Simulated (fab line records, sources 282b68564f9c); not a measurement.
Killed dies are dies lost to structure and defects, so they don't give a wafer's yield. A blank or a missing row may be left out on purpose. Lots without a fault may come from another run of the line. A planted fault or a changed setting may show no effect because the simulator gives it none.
A struck lot beside a sound one | flow rit_cmos | 45 steps out of a route of 202
Sound: wafers L550.1, L550.5, L550.6. Struck: wafers L552.1, L552.3, L552.6. The cause comes at the end.
At each step with rows: each side's tool, then ch and its chambers, then its first start. Under that, the readings that differ: sound wafers | struck wafers | difference of the means | sigmas: that difference in standard deviations of wafers without a fault.
alike: readings whose means differ by less than 2 such deviations, and words and numbers that are the same on both sides. not compared: withheld readings, readings that some wafer has no value for, bounds like >300 that may hide the same value, and numbers for which the record gives no deviation and whose values overlap.
The two part at a step that has a row with sigmas, a row that says differs or no value, or rows on one side only. Numbers that don't overlap but have no deviation are shown without sigmas and don't part them. A reading that every wafer of one side lacks parts them only if that side has two wafers or more.

RIT_GATE_CD_MEAS_16: target cd 150 nm.
  sound on cd_sem-01, day 4 17:01; struck on cd_sem-01, day 5 01:27
  alike: cd_nm
RIT_GATE_OVL_MEAS_17:
  sound on overlay-02, day 4 17:08; struck on overlay-02, day 5 01:34
  alike: GATE_OVL
then, 1 step without rows for these wafers: RIT_GATE_HARDBAKE_18 (time 60 s).
RIT_GATE_ETCH_19: etches poly-Si in SF6/CHF3/O2, stops on SiO2, time 165 s, target depth 312.5 nm.
  sound on rie_si-02 ch 0,1,2, day 4 17:19; struck on rie_si-02 ch 0,2,3, day 5 01:46
  alike: SF6_flow_sccm, drypump_motor_current_A, oes_product_au, throttle_valve_pct
  not compared: rf_hours_counter_h
RIT_GATE_STRIP_20: strips in O2, time 180 s.
  sound on plasma_asher-01 ch 0,1, day 4 17:26; struck on plasma_asher-01 ch 0,1, day 5 01:52
  alike: drypump_motor_current_A
  not compared: rf_hours_counter_h
RIT_GATE_CD_MEAS_90: target cd 150 nm.
  sound on cd_sem-02, day 4 17:37; struck on cd_sem-02, day 5 02:02
  alike: cd_nm
then, 4 steps without rows for these wafers: RIT_REOX_CLEAN_00 (cleans in SC1, time 600 s); RIT_REOX_CLEAN_01 (cleans in dHF, time 30 s); RIT_REOX_CLEAN_02 (cleans in SC2, time 600 s); RIT_REOX_OXIDATION_03 (target thk 25.2 nm, ox time 5580 s).
RIT_REOX_THK_MEAS_04:
  sound on film_metro-01, day 4 21:13; struck on film_metro-02, day 5 06:09
  alike: REOX_OXIDE_THK
then, 1 step without rows for these wafers: RIT_NLDD_HMDS_00 (prime time 60 s).
RIT_NLDD_COAT_01: resist thk 1000 nm.
  sound on litho_track-03 ch 0, day 4 21:26; struck on litho_track-01, day 5 06:25
  no value came back on the struck wafers for chill_plate_temp_C (C), dispense_pressure_kPa (kPa); on the sound wafers chill_plate_temp_C (C) reads 23.07 22.99 23.01
then, 4 steps without rows for these wafers: RIT_NLDD_SOFTBAKE_02 (time 60 s); RIT_NLDD_EXPOSE_03 (exposes mask M7, target cd 40700 nm); RIT_NLDD_PEB_04; RIT_NLDD_DEVELOP_05 (develop time 50 s).
RIT_NLDD_OVL_MEAS_06:
  sound on overlay-02, day 4 22:16; struck on overlay-01, day 5 07:14
  reading       | sound         | struck | difference                    | sigmas
  NLDD_OVL (nm) | 0.3 -1.4 -0.9 | - - -  | no value on the struck wafers |
then, 2 steps without rows for these wafers: RIT_NLDD_HARDBAKE_07 (time 60 s); RIT_NLDD_IMPLANT_08.
RIT_NLDD_STRIP_09: strips in O2, time 180 s.
  sound on plasma_asher-03 ch 0,1, day 4 22:46; struck on plasma_asher-03 ch 0,1, day 5 07:34
  alike: drypump_motor_current_A
  not compared: rf_hours_counter_h
RIT_NLDD_TW_MEAS_10:
  sound on film_metro-02, day 4 22:56; struck on film_metro-03, day 5 07:44
  alike: NLDD_TW
then, 6 steps without rows for these wafers: RIT_PLDD_HMDS_00 (prime time 60 s); RIT_PLDD_COAT_01 (resist thk 1000 nm); RIT_PLDD_SOFTBAKE_02 (time 60 s); RIT_PLDD_EXPOSE_03 (exposes mask M8, target cd 40900 nm); RIT_PLDD_PEB_04; RIT_PLDD_DEVELOP_05 (develop time 50 s).
RIT_PLDD_OVL_MEAS_06:
  sound on overlay-02, day 4 23:58; struck on overlay-02, day 5 08:39
  reading       | sound       | struck         | difference | sigmas
  PLDD_OVL (nm) | 3.9 3.2 0.5 | -1.1 -1.4 -1.6 | -3.9       | -3
then, 2 steps without rows for these wafers: RIT_PLDD_HARDBAKE_07 (time 60 s); RIT_PLDD_IMPLANT_08.
RIT_PLDD_STRIP_09: strips in O2, time 180 s.
  sound on plasma_asher-01 ch 0,1, day 5 00:19; struck on plasma_asher-02 ch 0,1, day 5 08:59
  alike: drypump_motor_current_A
  not compared: rf_hours_counter_h
RIT_PLDD_TW_MEAS_10:
  sound on film_metro-02, day 5 00:29; struck on film_metro-01, day 5 09:10
  reading | sound          | struck         | difference | sigmas
  PLDD_TW | 2336 2330 2351 | 2856 2878 2868 | +528       | +61
then, 4 steps without rows for these wafers: RIT_SPACER_CLEAN_00 (cleans in SC1, time 600 s); RIT_SPACER_CLEAN_01 (cleans in dHF, time 30 s); RIT_SPACER_CLEAN_02 (cleans in SC2, time 600 s); RIT_SPACER_CVD_03 (deposits Si3N4 from SiH2Cl2/NH3, target thk 250 nm, time 3300 s).
RIT_SPACER_THK_MEAS_04:
  sound on film_metro-04, day 5 02:49; struck on film_metro-01, day 5 11:32
  reading                 | sound             | struck            | difference | sigmas
  SPACER_NITRIDE_THK (nm) | 259.1 259.2 259.8 | 248.3 248.8 247.6 | -11.1      | -4
RIT_SPACER_ETCHBACK_05: etches Si3N4 in SF6/CHF3, stops on SiO2, target depth 250 nm, time 240 s.
  sound on rie_diel-03 ch 2,3, day 5 02:53; struck on rie_diel-03 ch 0,1, day 5 11:35
  alike: SF6_flow_sccm, drypump_motor_current_A, oes_product_au, throttle_valve_pct
  not compared: rf_hours_counter_h
then, 3 steps without rows for these wafers: RIT_NSD_HMDS_00 (prime time 60 s); RIT_NSD_COAT_01 (resist thk 1000 nm); RIT_NSD_SOFTBAKE_02 (time 60 s).
RIT_NSD_TW_MEAS_10:
  sound on film_metro-01, day 5 04:23; struck on film_metro-01, day 5 13:11
  reading | sound          | struck         | difference | sigmas
  NSD_TW  | 3112 3100 3110 | 3330 3318 3311 | +212       | +18
RIT_PSD_TW_MEAS_10:
  sound on film_metro-02, day 5 05:49; struck on film_metro-01, day 5 14:37
  reading | sound          | struck         | difference | sigmas
  PSD_TW  | 3431 3430 3421 | 3472 3478 3482 | +50        | +3
RIT_M1_PROBE_99:
  sound on prober-01, day 5 13:48; struck on prober-01, day 5 23:01
  reading             | sound  | struck      | difference | sigmas
  killed_at_front_end | 5 8 12 | 264 264 264 | +256       | +77
  killed_dies         | 5 8 12 | 264 264 264 | +256       | +77
  killed_on_rim       | 0 3 3  | 70 70 70    | +68        | +49
  alike: killed_at_contacts, killed_open, killed_short

WHERE THEY PART
First at RIT_NLDD_COAT_01; last, within this record, at RIT_M1_PROBE_99.

WHY: what the simulator had put in
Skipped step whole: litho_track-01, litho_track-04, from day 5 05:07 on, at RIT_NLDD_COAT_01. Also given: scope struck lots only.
